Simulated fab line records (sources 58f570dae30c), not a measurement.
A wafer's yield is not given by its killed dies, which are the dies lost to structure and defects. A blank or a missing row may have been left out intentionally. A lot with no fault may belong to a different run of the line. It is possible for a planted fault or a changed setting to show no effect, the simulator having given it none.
Which tool did it? | flow berkeley_cmos170 | 14 lots with 42 wafers sampled at 4 steps, on a route of 331 steps

WHAT EACH GAUGE READ, for each wafer
UCB170_ACTIVE_CD_MEAS_90: target cd 1200 nm.
lot  | measured    | on        | cd_nm (nm)
L170 | day 4 14:33 | cd_sem-02 | 1202.9 1201.6 1202.4
L171 | day 5 00:46 | cd_sem-01 | 1199.4 1200.3 1199.2
L172 | day 5 00:52 | cd_sem-01 | 1198.7 1199.8 1200.0
L173 | day 5 09:22 | cd_sem-02 | 1197.3 1197.1 1197.4
L184 | day 8 03:05 | cd_sem-01 | 1199.4 1201.3 1198.2
L185 | day 8 03:31 | cd_sem-02 | 1200.8 1200.3 1199.9
L186 | day 8 03:19 | cd_sem-02 | 1196.6 1196.9 1197.9
L187 | day 8 19:54 | cd_sem-01 | 1200.3 1200.1 1200.8
L188 | day 8 19:22 | cd_sem-01 | 1200.5 1200.9 1203.2
L190 | day 9 00:03 | cd_sem-02 | 1200.8 1200.9 1199.3
L191 | day 9 09:13 | cd_sem-02 | 1197.9 1198.3 1198.1
L192 | day 9 08:47 | cd_sem-01 | 1200.9 1200.9 1200.7

UCB170_PFIELD_OVL_MEAS_06.
lot  | measured    | on         | PFIELD_OVL (nm)
L170 | day 4 16:37 | overlay-02 | 7 10 6
L171 | day 5 02:47 | overlay-02 | 8 11 4
L172 | day 5 03:03 | overlay-01 | 1 -4 -3
L173 | day 5 10:50 | overlay-01 | 2 5 11
L184 | day 8 05:24 | overlay-02 | -3 -9 -4
L185 | day 8 07:06 | overlay-02 | 10 15 11
L186 | day 8 05:35 | overlay-01 | 6 -1 1
L187 | day 8 21:19 | overlay-02 | 3 0 -1
L188 | day 8 21:07 | overlay-01 | 7 4 6
L190 | day 9 01:52 | overlay-01 | -6 -7 3
L191 | day 9 10:44 | overlay-02 | 1 7 5
L192 | day 9 10:15 | overlay-02 | 13 5 5

TOOL THAT RAN EACH LOT (tool first, then ch and the chambers of the sampled wafers, then the start)
lot  | UCB170_PWELL_STRIP_16               | UCB170_WELLDRIVE_OXIDATION_01
L170 | plasma_asher-03 ch 0,1, day 3 04:52 | furnace-02 ch 0, day 3 13:39
L171 | plasma_asher-03 ch 0,1, day 3 11:15 | furnace-04 ch 0, day 3 18:47
L172 | plasma_asher-04 ch 0,1, day 3 11:24 | furnace-04 ch 0, day 3 18:47
L173 | plasma_asher-03 ch 0,1, day 3 19:10 | furnace-04 ch 0, day 4 05:27
L174 | plasma_asher-04 ch 0,1, day 4 04:44 | furnace-04, day 4 14:23
L175 | plasma_asher-01 ch 0,1, day 4 05:04 | furnace-04, day 4 14:23
L184 | plasma_asher-03 ch 0,1, day 6 14:33 | furnace-01 ch 0, day 7 00:31
L185 | plasma_asher-01 ch 0,1, day 6 15:04 | furnace-01 ch 0, day 7 00:31
L186 | plasma_asher-04 ch 0,1, day 6 15:17 | furnace-01 ch 0, day 7 00:31
L187 | plasma_asher-04 ch 0,1, day 7 05:26 | furnace-02 ch 0, day 7 14:58
L188 | plasma_asher-01 ch 0,1, day 7 05:29 | furnace-02 ch 0, day 7 14:58
L190 | plasma_asher-01 ch 1, day 7 16:10   | furnace-02 ch 0, day 8 01:44
L191 | plasma_asher-04 ch 0,1, day 8 01:17 | furnace-02 ch 0, day 8 11:05
L192 | plasma_asher-03 ch 1, day 8 01:52   | furnace-02 ch 0, day 8 11:05
- UCB170_PWELL_STRIP_16: strips in O2.
- UCB170_WELLDRIVE_OXIDATION_01: target thk 199 nm, ox time 9000 s.

WHAT THE TOOLS THEMSELVES READ (means of the sampled wafers that have a number; where no wafer has one, the mark that the record gives instead)
UCB170_PWELL_STRIP_16.
lot  | tool            | drypump_motor_current_A (A) | oes_product_au (a.u.) | strip_time_to_endpoint_s (s)
L170 | plasma_asher-03 | 6.2                         | 0.723                 | 18.03
L171 | plasma_asher-03 | 6.5                         | 0.718                 | 18.24
L172 | plasma_asher-04 | 5.8                         | 0.725                 | 18.00
L173 | plasma_asher-03 | 6.5                         | 0.719                 | 18.15
L174 | plasma_asher-04 | 5.8                         | 0.720                 | 18.22
L175 | plasma_asher-01 | 6.0                         | 0.719                 | 18.02
L184 | plasma_asher-03 | 6.4                         | 0.720                 | 18.22
L185 | plasma_asher-01 | 6.1                         | 0.719                 | 18.08
L186 | plasma_asher-04 | 5.8                         | 0.724                 | 18.14
L187 | plasma_asher-04 | 5.7                         | 0.718                 | 18.08
L188 | plasma_asher-01 | 5.9                         | 0.726                 | 18.04
L190 | plasma_asher-01 | 5.6                         | 0.719                 | 18.29
L191 | plasma_asher-04 | 5.7                         | 0.716                 | 18.06
L192 | plasma_asher-03 | 6.7                         | 0.719                 | 18.14

UCB170_WELLDRIVE_OXIDATION_01.
lot  | tool       | ox_temp_c (C) | ox_temp_c_max | tube_center_temp_C_max
L170 | furnace-02 | 1100.2        | 1102.9        | 1103.0
L171 | furnace-04 | 1099.7        | 1109.0        | 1103.1
L172 | furnace-04 | 1100.2        | 1110.3        | 1103.1
L173 | furnace-04 | 1099.8        | 1109.0        | 1102.8
L174 | furnace-04 | -             | -             | -
L175 | furnace-04 | -             | -             | -
L184 | furnace-01 | 1099.8        | 1103.4        | 1103.5
L185 | furnace-01 | 1099.9        | 1103.4        | 1103.5
L186 | furnace-01 | 1099.7        | 1103.4        | 1102.9
L187 | furnace-02 | 1100.7        | 1103.5        | 1102.9
L188 | furnace-02 | 1100.4        | 1102.7        | 1102.6
L190 | furnace-02 | 1099.9        | 1102.4        | 1102.3
L191 | furnace-02 | 1100.2        | 1102.7        | 1102.8
L192 | furnace-02 | 1100.1        | 1103.0        | 1102.6

THE ANSWER, worked out from the rows above alone
Rule: the lots themselves supply what counts as usual. The widest of any qualifying gaps counts: lots, ordered by their means at a reading, are off when they make up no more than a third of the lots, leave a main group of 4 or more, and stand apart from it by 3 or more times the standard deviation of that group's means. A main group is skipped when, at the precision printed for the reading in the tables above, its means are all equal. Also off: a lot with no number at a reading for which 4 or more lots have one. All remaining lots with rows at the step are treated as sound. The gauges are gone through in route order, then the tools' own readings, and for those a lot's mean is taken as printed above. At the first step where some lot is off, the reading lying furthest off is the one used; lots without a number count as furthest.
Off, at UCB170_WELLDRIVE_OXIDATION_01 on ox_temp_c: L174, L175. Without a number there: L174, L175. For the main group the mean is 1100.0 C and the standard deviation 0.29.
A tool fits if, at that step or a process step before it, it ran every lot that is off, and no sound lot after the first of them. One fits: furnace-04 at UCB170_WELLDRIVE_OXIDATION_01. A fault onset in the window from L173 (day 4 05:27, its last sound lot) to L174 (day 4 14:23, its first lot off) fits.
Blank at UCB170_WELLDRIVE_OXIDATION_01 on the lots that are off, where sound lots have numbers: ox_temp_c, ox_temp_c_max, tube_center_temp_C_max.

WHAT WAS PUT IN BY THE SIMULATOR
Step skipped in full: furnace-04, at UCB170_WELLDRIVE_OXIDATION_01, from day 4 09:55 onward. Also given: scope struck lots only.
Struck lots among those shown: L174, L175. The rule above found the same.
